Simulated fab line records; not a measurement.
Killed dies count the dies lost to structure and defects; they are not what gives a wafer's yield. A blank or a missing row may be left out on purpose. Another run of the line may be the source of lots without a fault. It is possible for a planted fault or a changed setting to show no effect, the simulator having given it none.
fab line records	flow berkeley_cmos170	part 1 of 2: steps 1 to 27 of 38
record: lots: 5	wafers: 15	last_day: 11
route steps=331 shown PWELL@39 WELLDRIVE@55 ACTIVE@60
lots that met no fault: taken from a fault-free run of the same line
start_h: the number of hours between the record's first day and the start of the first shown wafer of the lot	wait_h: hours elapsed since this lot's preceding step	" the same as in the row above	L1.1+2: a row that stands for several wafers	- no value, or no start was given	* or withheld: withheld	< > ~ a bound
route shown NAME@n: NAME is a module with steps in the file, n the number in the route of the first one	usual: mean and standard deviation over wafers with no fault	same: alike in all rows	chamber/n: place in a boat	sites: per-site readings	_std_site: standard deviation of those values	_edge_site: the outer-site mean with the inner-site mean subtracted	radius_mm: for every site, how far away it sits from the centre of the wafer	mask NAME#n: copy n	behind: the last tool/chamber to shape the wafer	hold: why the lot was held/for how many hours/how that ended	device: names the non-switching transistor (n, p or np)	end of line: tests of these same wafers at the route's end	step lacking rows: just its recipe	killed: at the first sort, the dies lost to defects and structure; wafer yield is something else	map: a wafer's dies, marking killed ones x, the rest . and places with no die _
set.NAME: the setting the step ran with; set.NAME@STEP: the setting that earlier step ran with	model.NAME: the simulator's own value behind a step, which no gauge read
lots at selected steps of the route; one table per step, one row per wafer
services: a tool's chamber out of use, with start hour (start_h, from the record's first day; less than 0 if before it), hours out, and reason
== steps ==
step: UCB170_PWELL_CVD_05
recipe: material: Si3N4	target_thk_nm: 220	temp_c: 800	precursor: SiH2Cl2/NH3	time_s: 3300	pressure_mtorr: 200	sih2cl2_flow_sccm: 25	nh3_flow_sccm: 75
usual: zone_power_source_pct: 18.5/2.6
lot.wafer	tool	chamber	start_h	wait_h	zone_power_source_pct
L074.4	lpcvd-01	0	53.53	1.7	20.2
L074.5	"	0	"	"	20.2
L074.6	"	0	"	"	20.3
L079.2	lpcvd-01	1	74.22	0.0	16.8
L079.3	"	1	"	"	16.7
L079.4	"	1	"	"	16.8
L080.2	lpcvd-01	1	81.45	0.0	16.5
L080.3	"	1	"	"	16.8
L080.5	"	1	"	"	16.6
L083.3	lpcvd-02	0	94.00	0.0	24.3
L083.4	"	0	"	"	23.9
L083.6	"	0	"	"	24.2
L092.3	lpcvd-02	0	133.25	0.8	24.4
L092.4	"	0	"	"	24.3
L092.5	"	0	"	"	24.2
step: UCB170_PWELL_THK_MEAS_06
recipe: reads: Si3N4_of_PWELL_CVD_05
usual: PWELL_NITRIDE_THK: 221.0/2.5
lot.wafer	tool	chamber	start_h	wait_h	PWELL_NITRIDE_THK[nm]
L074.4	film_metro-03	-	55.48	0.0	222.9
L074.5	"	-	"	"	223.8
L074.6	"	-	"	"	223.4
L079.2	film_metro-02	-	76.15	0.0	220.7
L079.3	"	-	"	"	222.0
L079.4	"	-	"	"	222.0
L080.2	film_metro-02	-	83.38	0.0	221.0
L080.3	"	-	"	"	222.0
L080.5	"	-	"	"	219.4
L083.3	film_metro-02	-	95.94	0.0	224.5
L083.4	"	-	"	"	224.5
L083.6	"	-	"	"	225.0
L092.3	film_metro-04	-	136.15	0.0	224.2
L092.4	"	-	"	"	223.8
L092.5	"	-	"	"	223.8
step: UCB170_PWELL_HMDS_07
recipe: prime_time_s: 60	prime_temp_c: 100
same: prime_time_s: 60
lot.wafer	tool	chamber	start_h	wait_h
L074.4+5+6	litho_track-02	0	55.58	0.1
L079.2+3+4	litho_track-04	0	76.22	0.1
L080.2+3+5	litho_track-02	0	83.67	0.3
L083.3+4+6	litho_track-04	0	96.69	0.7
L092.3+4+5	litho_track-02	0	136.38	0.2
step: UCB170_PWELL_COAT_08
recipe: resist: KrF	spin_rpm: 1500	resist_thk_nm: 900
usual: spin_speed_rpm: 1500.1/0.96
lot.wafer	tool	chamber	start_h	wait_h	spin_speed_rpm
L074.4	litho_track-02	0	55.73	0.1	1500.3
L074.5	"	0	"	"	1501.3
L074.6	"	0	"	"	1499.6
L079.2	litho_track-04	0	76.37	0.1	1500.5
L079.3	"	0	"	"	1500.8
L079.4	"	0	"	"	1500.0
L080.2	litho_track-02	0	83.82	0.1	1499.9
L080.3	"	0	"	"	1499.7
L080.5	"	0	"	"	1501.4
L083.3	litho_track-04	0	96.84	0.1	1500.4
L083.4	"	0	"	"	1500.0
L083.6	"	0	"	"	1501.5
L092.3	litho_track-02	0	136.53	0.1	1498.7
L092.4	"	0	"	"	1501.1
L092.5	"	0	"	"	1499.9
step: UCB170_PWELL_SOFTBAKE_09
recipe: resist: KrF	temp_c: 130	time_s: 60
usual: heater_power_total_W: 56.80/0.043
lot.wafer	tool	chamber	start_h	wait_h	heater_power_total_W
L074.4	litho_track-02	0	55.88	0.1	56.81
L074.5	"	0	"	"	56.84
L074.6	"	0	"	"	56.76
L079.2	litho_track-04	0	76.52	0.1	56.78
L079.3	"	0	"	"	56.67
L079.4	"	0	"	"	56.81
L080.2	litho_track-02	0	83.97	0.1	56.86
L080.3	"	0	"	"	56.82
L080.5	"	0	"	"	56.84
L083.3	litho_track-04	0	96.99	0.1	56.74
L083.4	"	0	"	"	56.81
L083.6	"	0	"	"	56.85
L092.3	litho_track-02	0	136.68	0.1	56.81
L092.4	"	0	"	"	56.79
L092.5	"	0	"	"	56.87
step: UCB170_PWELL_EXPOSE_10
recipe: mask_id: PWELL	target_cd_nm: 3000	na: 0.5	sigma_outer: 0.6	source_shape: conventional	dose_mj: 19
lot.wafer	tool	chamber	start_h	wait_h	mask
L074.4+5+6	krf_scanner-01	0	56.02	0.1	PWELL#0
L079.2+3+4	krf_scanner-02	0	76.87	0.3	PWELL#0
L080.2+3+5	krf_scanner-01	0	84.11	0.1	PWELL#0
L083.3+4+6	krf_scanner-01	0	97.34	0.3	PWELL#0
L092.3+4+5	krf_scanner-01	0	136.95	0.2	PWELL#0
step: UCB170_PWELL_PEB_11
recipe: peb_temp_c: 130	peb_time_s: withheld	resist: KrF
usual: heater_power_total_W: 56.80/0.042
lot.wafer	tool	chamber	start_h	wait_h	heater_power_total_W
L074.4	litho_track-01	0	56.58	0.5	56.77
L074.5	"	0	"	"	56.84
L074.6	"	0	"	"	56.84
L079.2	litho_track-04	0	77.00	0.1	56.83
L079.3	"	0	"	"	56.70
L079.4	"	0	"	"	56.84
L080.2	litho_track-02	0	84.24	0.1	56.88
L080.3	"	0	"	"	56.88
L080.5	"	0	"	"	56.87
L083.3	litho_track-02	0	97.88	0.5	56.80
L083.4	"	0	"	"	56.77
L083.6	"	0	"	"	56.78
L092.3	litho_track-04	0	137.63	0.7	56.76
L092.4	"	0	"	"	56.83
L092.5	"	0	"	"	56.81
step: UCB170_PWELL_DEVELOP_12
recipe: developer: TMAH	develop_time_s: 45	resist: KrF	dev_temp_c: 21
lot.wafer	tool	chamber	start_h	wait_h
L074.4+5+6	litho_track-01	0	-	-
L079.2+3+4	litho_track-04	0	-	-
L080.2+3+5	litho_track-02	0	-	-
L083.3+4+6	litho_track-02	0	-	-
L092.3+4+5	litho_track-04	0	-	-
step: UCB170_PWELL_OVL_MEAS_13
usual: PWELL_OVL: 0/4.8
lot.wafer	tool	chamber	start_h	wait_h	PWELL_OVL[nm]
L074.4	overlay-02	-	56.80	-	-2
L074.5	"	-	"	"	-5
L074.6	"	-	"	"	-2
L079.2	overlay-01	-	77.25	-	-2
L079.3	"	-	"	"	4
L079.4	"	-	"	"	4
L080.2	overlay-02	-	84.49	-	1
L080.3	"	-	"	"	2
L080.5	"	-	"	"	6
L083.3	overlay-01	-	98.12	-	-2
L083.4	"	-	"	"	-3
L083.6	"	-	"	"	-1
L092.3	overlay-01	-	137.87	-	7
L092.4	"	-	"	"	0
L092.5	"	-	"	"	2
step: UCB170_PWELL_ETCH_14
recipe: chemistry: CH3F/Ar/O2	target: Si3N4	stop_on: SiO2	CH3F_flow_sccm: 20	Ar_flow_sccm: 50	O2_flow_sccm: 7	pressure_mtorr: 50	rf_w: 450	target_depth_a: 2420	over_etch_frac: 0.1	time_s: 151
usual: drypump_motor_current_A: 6.0/0.53	oes_product_au: 0.937/0.013	throttle_valve_pct: 8.03/0.11
lot.wafer	tool	chamber	start_h	wait_h	drypump_motor_current_A	oes_product_au	rf_hours_counter_h	throttle_valve_pct
L074.4	rie_diel-01	1	56.82	0.0	5.4	0.937	56	7.99
L074.5	"	0	"	"	5.9	0.942	-	8.04
L074.6	"	3	"	"	5.3	0.924	-	8.03
L079.2	rie_diel-02	1	77.28	0.0	5.8	0.954	107	8.17
L079.3	"	3	"	"	6.3	0.937	14	7.97
L079.4	"	1	"	"	5.8	0.962	-	8.18
L080.2	rie_diel-04	3	84.52	0.0	5.7	0.937	54	7.99
L080.3	"	1	"	"	4.8	0.940	98	8.28
L080.5	"	2	"	"	6.0	0.966	-	8.18
L083.3	rie_diel-02	0	98.15	0.0	6.6	0.935	10	7.84
L083.4	"	3	"	"	6.3	0.933	16	7.98
L083.6	"	0	"	"	6.6	0.936	-	7.85
L092.3	rie_diel-01	3	137.89	0.0	5.3	0.931	18	8.03
L092.4	"	0	"	"	5.9	0.945	27	8.02
L092.5	"	2	"	"	6.8	0.949	-	8.06
step: UCB170_PWELL_IMPLANT_15
recipe: species: B	dose_cm2: 5e+12	energy_kev: 60	tilt_deg: 7
lot.wafer	tool	chamber	start_h	wait_h
L074.4+5+6	implanter-01	0	56.99	0.1
L079.2+3+4	implanter-03	0	77.41	0.1
L080.2+3+5	implanter-03	0	84.65	0.1
L083.3+4+6	implanter-02	0	98.30	0.1
L092.3+4+5	implanter-02	0	138.04	0.1
step: UCB170_PWELL_STRIP_16
recipe: chemistry: O2	power_w: 400	pressure_mtorr: 3500	platen_temp_c: withheld	o2_flow_sccm: 400	overash_fraction: 0.5
usual: drypump_motor_current_A: 5.9/0.61	oes_product_au: 0.721/0.0044	strip_time_to_endpoint_s: 18.13/0.094
lot.wafer	tool	chamber	start_h	wait_h	drypump_motor_current_A	oes_product_au	rf_hours_counter_h	strip_time_to_endpoint_s
L074.4	plasma_asher-02	1	57.10	0.1	5.9	0.722	-	18.16
L074.5	"	1	"	"	5.9	0.728	-	18.04
L074.6	"	0	"	"	6.3	0.724	-	18.13
L079.2	plasma_asher-02	1	77.53	0.1	5.9	0.718	27	18.15
L079.3	"	1	"	"	5.9	0.720	-	18.06
L079.4	"	0	"	"	6.2	0.714	-	18.20
L080.2	plasma_asher-02	0	84.77	0.1	6.2	0.723	28	18.02
L080.3	"	0	"	"	6.2	0.720	-	18.18
L080.5	"	1	"	"	5.9	0.725	-	18.06
L083.3	plasma_asher-02	1	98.43	0.1	5.9	0.715	-	18.13
L083.4	"	0	"	"	6.3	0.716	-	18.06
L083.6	"	0	"	"	6.3	0.716	-	18.13
L092.3	plasma_asher-04	0	138.18	0.1	5.1	0.721	-	18.04
L092.4	"	1	"	"	6.6	0.719	-	18.08
L092.5	"	1	"	"	6.6	0.720	-	18.17
step: UCB170_PWELL_TW_MEAS_17
usual: PWELL_TW: 378/5.2
lot.wafer	tool	chamber	start_h	wait_h	PWELL_TW
L074.4	film_metro-02	-	57.20	0.1	384
L074.5	"	-	"	"	383
L074.6	"	-	"	"	382
L079.2	film_metro-02	-	77.64	0.1	384
L079.3	"	-	"	"	382
L079.4	"	-	"	"	384
L080.2	film_metro-02	-	84.88	0.1	384
L080.3	"	-	"	"	383
L080.5	"	-	"	"	384
L083.3	film_metro-02	-	98.73	0.3	383
L083.4	"	-	"	"	382
L083.6	"	-	"	"	385
L092.3	film_metro-04	-	138.26	0.1	378
L092.4	"	-	"	"	378
L092.5	"	-	"	"	376
step: UCB170_PWELL_CLEAN_18
recipe: chemistry: SPM	temp_c: 120	time_s: 600
usual: temp_c: 119.99/0.13
lot.wafer	tool	chamber	start_h	wait_h	temp_c
L074.4	wet_bench-01	2	57.23	0.0	120.18
L074.5	"	2	"	"	120.06
L074.6	"	2	"	"	120.00
L079.2	wet_bench-04	3	77.69	0.0	119.88
L079.3	"	3	"	"	120.02
L079.4	"	3	"	"	119.88
L080.2	wet_bench-03	1	84.93	0.0	120.12
L080.3	"	1	"	"	120.20
L080.5	"	1	"	"	120.15
L083.3	wet_bench-04	3	98.89	0.1	119.94
L083.4	"	3	"	"	119.81
L083.6	"	3	"	"	119.83
L092.3	wet_bench-04	2	138.30	0.0	119.73
L092.4	"	2	"	"	120.02
L092.5	"	2	"	"	119.83
step: UCB170_PWELL_WET_ETCH_19
recipe: chemistry: H3PO4	target: Si3N4	temp_c: 160	time_s: 14400
usual: temp_c: 159.98/0.13
lot.wafer	tool	chamber	start_h	wait_h	temp_c
L074.4	wet_bench-04	0	57.42	0.0	160.23
L074.5	"	0	"	"	159.97
L074.6	"	0	"	"	159.87
L079.2	wet_bench-01	1	77.87	0.0	160.22
L079.3	"	1	"	"	160.22
L079.4	"	1	"	"	159.92
L080.2	wet_bench-03	2	85.63	0.0	160.17
L080.3	"	2	"	"	160.03
L080.5	"	2	"	"	160.23
L083.3	wet_bench-04	1	99.06	0.0	159.76
L083.4	"	1	"	"	159.82
L083.6	"	1	"	"	159.94
L092.3	wet_bench-04	0	138.48	0.0	159.99
L092.4	"	0	"	"	160.29
L092.5	"	0	"	"	159.90
step: UCB170_PWELL_WET_ETCH_20
recipe: chemistry: BOE	dilution: 5:1	target: SiO2	temp_c: 25	time_s: 22
usual: temp_c: 24.99/0.1
lot.wafer	tool	chamber	start_h	wait_h	temp_c
L074.4	wet_bench-04	2	62.13	0.7	25.19
L074.5	"	2	"	"	25.15
L074.6	"	2	"	"	25.06
L079.2	wet_bench-01	3	81.89	0.0	24.94
L079.3	"	3	"	"	24.96
L079.4	"	3	"	"	24.88
L080.2	wet_bench-03	0	102.52	0.8	24.96
L080.3	"	0	"	"	24.99
L080.5	"	0	"	"	24.93
L083.3	wet_bench-04	0	103.08	0.0	24.98
L083.4	"	0	"	"	25.07
L083.6	"	0	"	"	25.10
L092.3	wet_bench-04	0	142.66	0.2	25.04
L092.4	"	0	"	"	24.78
L092.5	"	0	"	"	24.90
step: UCB170_WELLDRIVE_CLEAN_00
recipe: chemistry: SPM	temp_c: 120	time_s: 600
usual: temp_c: 120.01/0.15
lot.wafer	tool	chamber	start_h	wait_h	temp_c
L074.4	wet_bench-04	1	62.20	0.1	120.10
L074.5	"	1	"	"	120.18
L074.6	"	1	"	"	120.07
L079.2	wet_bench-01	1	82.08	0.2	120.08
L079.3	"	1	"	"	120.14
L079.4	"	1	"	"	120.18
L080.2	wet_bench-01	0	102.94	0.4	120.22
L080.3	"	0	"	"	120.32
L080.5	"	0	"	"	120.20
L083.3	wet_bench-01	1	103.12	0.0	119.89
L083.4	"	1	"	"	119.99
L083.6	"	1	"	"	120.05
L092.3	wet_bench-04	3	142.85	0.2	120.17
L092.4	"	3	"	"	119.97
L092.5	"	3	"	"	119.93
step: UCB170_WELLDRIVE_OXIDATION_01
recipe: temp_c: 1104	ambient: O2	target_thk_a: 1990	ox_time_s: 9000
usual: zone_power_source_pct: 41/8.2
same: ox_time_s: 9000
lot.wafer	tool	chamber	start_h	wait_h	zone_power_source_pct
L074.4	furnace-04	0	64.57	2.2	43
L074.5	"	0	"	"	43
L074.6	"	0	"	"	43
L079.2	furnace-04	0	86.79	4.5	43
L079.3	"	0	"	"	42
L079.4	"	0	"	"	43
L080.2	furnace-02	0	104.87	1.8	34
L080.3	"	0	"	"	33
L080.5	"	0	"	"	34
L083.3	furnace-02	0	104.87	1.6	33
L083.4	"	0	"	"	33
L083.6	"	0	"	"	33
L092.3	furnace-02	0	147.54	4.5	34
L092.4	"	0	"	"	33
L092.5	"	0	"	"	34
step: UCB170_WELLDRIVE_THK_MEAS_02
recipe: reads: SiO2_of_WELLDRIVE_OXIDATION_01
usual: WELLDRIVE_OXIDE_THK: 203/3.8
lot.wafer	tool	chamber	start_h	wait_h	WELLDRIVE_OXIDE_THK[nm]
L074.4	film_metro-04	-	68.10	0.0	200
L074.5	"	-	"	"	202
L074.6	"	-	"	"	205
L079.2	film_metro-04	-	90.30	0.0	207
L079.3	"	-	"	"	207
L079.4	"	-	"	"	209
L083.3	film_metro-02	-	108.39	0.0	198
L083.4	"	-	"	"	198
L083.6	"	-	"	"	201
L080.2	film_metro-04	-	108.44	0.1	200
L080.3	"	-	"	"	199
L080.5	"	-	"	"	200
L092.3	film_metro-04	-	151.06	0.0	202
L092.4	"	-	"	"	205
L092.5	"	-	"	"	204
step: UCB170_WELLDRIVE_ANNEAL_03
recipe: temp_c: 1100	time_s: 900	ambient: N2
usual: zone_power_source_pct: 42/8.3
lot.wafer	tool	chamber	start_h	wait_h	zone_power_source_pct
L074.4	furnace-04	0	72.02	3.9	42
L074.5	"	0	"	"	42
L074.6	"	0	"	"	43
L079.2	furnace-04	0	95.73	5.4	42
L079.3	"	0	"	"	42
L079.4	"	0	"	"	42
L080.2	furnace-02	0	110.04	1.6	33
L080.3	"	0	"	"	33
L080.5	"	0	"	"	33
L083.3	furnace-02	0	110.04	1.6	32
L083.4	"	0	"	"	33
L083.6	"	0	"	"	33
L092.3	furnace-04	0	154.45	3.4	42
L092.4	"	0	"	"	43
L092.5	"	0	"	"	43
step: UCB170_WELLDRIVE_WET_ETCH_04
recipe: chemistry: BOE	dilution: 5:1	target: SiO2	temp_c: 25	time_s: 120
usual: temp_c: 25.00/0.1
lot.wafer	tool	chamber	start_h	wait_h	temp_c
L074.4	wet_bench-04	0	73.34	0.1	25.01
L074.5	"	0	"	"	25.03
L074.6	"	0	"	"	24.95
L079.2	wet_bench-01	0	96.98	0.0	24.82
L079.3	"	0	"	"	24.83
L079.4	"	0	"	"	24.89
L080.2	wet_bench-01	2	111.54	0.3	25.04
L080.3	"	2	"	"	25.05
L080.5	"	2	"	"	24.95
L083.3	wet_bench-01	2	111.54	0.3	24.93
L083.4	"	2	"	"	24.89
L083.6	"	2	"	"	24.97
L092.3	wet_bench-04	3	155.70	0.0	25.04
L092.4	"	3	"	"	25.04
L092.5	"	3	"	"	24.94
step: UCB170_ACTIVE_CLEAN_00
recipe: chemistry: SPM	temp_c: 120	time_s: 600
usual: temp_c: 119.97/0.14
lot.wafer	tool	chamber	start_h	wait_h	temp_c
L074.4	wet_bench-01	0	73.54	0.2	120.10
L074.5	"	0	"	"	119.80
L074.6	"	0	"	"	120.02
L079.2	wet_bench-04	0	97.13	0.1	119.91
L079.3	"	0	"	"	119.93
L079.4	"	0	"	"	120.01
L080.2	wet_bench-01	0	112.11	0.5	119.88
L080.3	"	0	"	"	119.90
L080.5	"	0	"	"	119.92
L083.3	wet_bench-01	2	112.11	0.5	119.88
L083.4	"	2	"	"	119.83
L083.6	"	2	"	"	119.85
L092.3	wet_bench-04	0	155.74	0.0	119.97
L092.4	"	0	"	"	119.84
L092.5	"	0	"	"	119.82
step: UCB170_ACTIVE_CLEAN_01
recipe: chemistry: dHF	dilution: 25:1	time_s: 60
lot.wafer	tool	chamber	start_h	wait_h
L074.4+5+6	wet_bench-01	3	73.72	0.0
L079.2+3+4	wet_bench-04	0	97.31	0.0
L080.2+3+5	wet_bench-03	0	112.47	0.2
L083.3+4+6	wet_bench-03	3	112.47	0.2
L092.3+4+5	wet_bench-04	3	155.93	0.0
step: UCB170_ACTIVE_OXIDATION_02
recipe: temp_c: 1000	ambient: O2	target_thk_a: 264	ox_time_s: 1260
usual: zone_power_source_pct: 31/5.4
same: ox_time_s: 1260
lot.wafer	tool	chamber	start_h	wait_h	zone_power_source_pct
L074.4	furnace-01	0	76.82	3.1	42
L074.5	"	0	"	"	42
L074.6	"	0	"	"	41
L079.2	furnace-02	0	100.77	3.4	26
L079.3	"	0	"	"	26
L079.4	"	0	"	"	26
L080.2	furnace-04	0	114.43	1.9	33
L080.3	"	0	"	"	34
L080.5	"	0	"	"	33
L083.3	furnace-04	0	114.43	1.9	33
L083.4	"	0	"	"	33
L083.6	"	0	"	"	34
L092.3	furnace-01	0	159.62	3.7	43
L092.4	"	0	"	"	41
L092.5	"	0	"	"	42
step: UCB170_ACTIVE_THK_MEAS_03
recipe: reads: SiO2_of_ACTIVE_OXIDATION_02
usual: ACTIVE_OXIDE_THK: 26.3/0.43
lot.wafer	tool	chamber	start_h	wait_h	ACTIVE_OXIDE_THK[nm]
L074.4	film_metro-03	-	78.20	0.0	25.8
L074.5	"	-	"	"	25.6
L074.6	"	-	"	"	25.6
L079.2	film_metro-04	-	102.13	0.0	26.4
L079.3	"	-	"	"	26.6
L079.4	"	-	"	"	26.4
L080.2	film_metro-01	-	115.85	0.1	26.1
L080.3	"	-	"	"	25.7
L080.5	"	-	"	"	26.0
L083.3	film_metro-04	-	115.86	0.1	26.1
L083.4	"	-	"	"	26.0
L083.6	"	-	"	"	26.0
L092.3	film_metro-03	-	161.01	0.0	27.2
L092.4	"	-	"	"	26.9
L092.5	"	-	"	"	26.9
step: UCB170_ACTIVE_ANNEAL_04
recipe: temp_c: 1000	time_s: 900	ambient: N2
usual: zone_power_source_pct: 32/7.3
lot.wafer	tool	chamber	start_h	wait_h	zone_power_source_pct
L074.4	furnace-04	0	81.45	3.2	33
L074.5	"	0	"	"	34
L074.6	"	0	"	"	33
L079.2	furnace-01	0	103.45	1.3	42
L079.3	"	0	"	"	41
L079.4	"	0	"	"	42
L080.2	furnace-02	0	120.82	5.0	26
L080.3	"	0	"	"	26
L080.5	"	0	"	"	26
L083.3	furnace-02	0	120.82	5.0	26
L083.4	"	0	"	"	26
L083.6	"	0	"	"	26
L092.3	furnace-02	0	165.56	4.5	26
L092.4	"	0	"	"	26
L092.5	"	0	"	"	26
step: UCB170_ACTIVE_CVD_05
recipe: material: Si3N4	target_thk_nm: 220	temp_c: 800	precursor: SiH2Cl2/NH3	time_s: 3300	pressure_mtorr: 200	sih2cl2_flow_sccm: 25	nh3_flow_sccm: 75
usual: zone_power_source_pct: 19.0/2.8
lot.wafer	tool	chamber	start_h	wait_h	zone_power_source_pct
L074.4	lpcvd-02	0	82.70	0.0	24.0
L074.5	"	0	"	"	24.5
L074.6	"	0	"	"	24.4
L079.2	lpcvd-01	1	106.12	1.4	16.7
L079.3	"	1	"	"	16.4
L079.4	"	1	"	"	16.9
L080.2	lpcvd-02	1	122.07	0.0	17.4
L080.3	"	1	"	"	17.4
L080.5	"	1	"	"	17.4
L083.3	lpcvd-02	1	122.07	0.0	17.2
L083.4	"	1	"	"	17.4
L083.6	"	1	"	"	17.6
L092.3	lpcvd-02	1	166.81	0.0	17.5
L092.4	"	1	"	"	17.3
L092.5	"	1	"	"	17.3
